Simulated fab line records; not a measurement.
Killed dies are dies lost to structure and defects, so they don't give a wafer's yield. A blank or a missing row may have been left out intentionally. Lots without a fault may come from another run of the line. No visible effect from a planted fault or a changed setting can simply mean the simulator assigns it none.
Check of tool commonality -- flow rit cmos -- 45 wafers sampled across 15 lots

== WHAT PROMPTED THE OPENING ==
Of 15 lots, 3 have the reading ACTIVE_NITRIDE_THK flagged at RIT_ACTIVE_THK_MEAS_04. Fault-free wafers read 149.6 nm, with a standard deviation of 1.1.
Rule: flag the lot when none of its wafers has a number, or when each of its wafers that has one lies beyond 4 standard deviations from that mean. All remaining lots are regarded as sound.

lot,measured,on,"ACTIVE_NITRIDE_THK (nm), wafer by wafer",flag
L842,day 1 14:08,film metro-01,149.7 149.9 149.8,
L843,day 1 20:15,film metro-02,148.6 148.1 148.2,
L844,day 1 23:52,film metro-03,149.3 148.9 147.0,
L845,day 2 04:32,film metro-02,149.5 149.8 148.7,
L846,day 2 10:19,film metro-03,149.7 150.6 149.9,
L848,day 2 22:17,film metro-03,148.4 149.0 148.3,
L849,day 3 01:36,film metro-01,151.4 150.4 149.9,
L854,day 4 01:32,film metro-03,148.6 149.3 148.0,
L856,day 4 13:35,film metro-03,121.4 121.9 121.2,FLAGGED
L857,day 4 18:25,film metro-02,121.4 121.3 119.9,FLAGGED
L858,day 4 22:40,film metro-02,150.7 151.2 152.4,
L859,day 5 03:52,film metro-02,122.9 122.1 120.8,FLAGGED
L862,day 5 19:44,film metro-03,152.6 152.6 151.9,
L863,day 6 03:02,film metro-02,149.5 148.9 149.4,
L864,day 6 13:44,film metro-02,146.4 148.5 149.4,
The numbers of the flagged lots are 121.4 nm on average: -28.2 nm against the usual, or -26 standard deviations.

== WHICH TOOL EACH LOT WENT THROUGH ==
The record holds 1 process step before the reading, out of a route of 202 steps. Read each cell as the tool, then ch plus the chambers that the sampled wafers visited, then the start.
lot,flag,RIT_ACTIVE_CVD_03
L842,,"lpcvd-01 ch 1, day 1 12:43"
L843,,"lpcvd-02 ch 0, day 1 18:07"
L844,,"lpcvd-02 ch 0, day 1 22:27"
L845,,"lpcvd-01 ch 0, day 2 03:07"
L846,,"lpcvd-01 ch 1, day 2 08:54"
L848,,"lpcvd-02 ch 0, day 2 20:51"
L849,,"lpcvd-02 ch 1, day 3 00:11"
L854,,"lpcvd-01 ch 1, day 4 00:07"
L856,FLAGGED,"lpcvd-01 ch 1, day 4 12:10"
L857,FLAGGED,"lpcvd-01 ch 1, day 4 17:01"
L858,,"lpcvd-02 ch 0, day 4 21:15"
L859,FLAGGED,"lpcvd-01 ch 0, day 5 02:26"
L862,,"lpcvd-02 ch 1, day 5 18:19"
L863,,"lpcvd-02 ch 1, day 6 01:35"
L864,,"lpcvd-02 ch 0, day 6 12:19"
What is done by these steps:
- RIT_ACTIVE_CVD_03: deposits Si3N4 from SiH2Cl2/NH3, target thk 150 nm, time 1500 s.
- RIT_ACTIVE_THK_MEAS_04

== FLAGGED OVER TOTAL, TOOL BY TOOL (the gauges that took the reading come last) ==
step,tool,lots run,flagged,share of the flagged lots,sound lots run after its first flagged lot
RIT_ACTIVE_CVD_03,lpcvd-01,7,3,all,0
RIT_ACTIVE_CVD_03,lpcvd-02,8,0,none,-
RIT_ACTIVE_THK_MEAS_04,film metro-01,2,0,none,-
RIT_ACTIVE_THK_MEAS_04,film metro-02,7,2,some,"3 (L858,L863,L864)"
RIT_ACTIVE_THK_MEAS_04,film metro-03,6,1,some,1 (L862)

== WHAT THE TABLE ALLOWS ==
1 row of the table ran every flagged lot: lpcvd-01 at RIT_ACTIVE_CVD_03.
- lpcvd-01 at RIT_ACTIVE_CVD_03: 3 of its 7 lots flagged. A fault beginning between L854 (day 4 00:07), its last sound lot, and L856 (day 4 12:10), its first flagged one, fits the data. Its own readings lie more than 4 standard deviations out on every wafer of the flagged lots: pressure mtorr.
lpcvd-01 at RIT_ACTIVE_CVD_03 is the single tool remaining.

== WHAT THE SIMULATOR HAD INSERTED ==
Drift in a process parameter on lpcvd-01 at RIT_ACTIVE_CVD_03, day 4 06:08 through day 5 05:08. A move of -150 in setting pressure mtorr, from 300. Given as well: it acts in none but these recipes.
Lots struck among those shown: L856, L857, L859. The rule above reached the same finding.
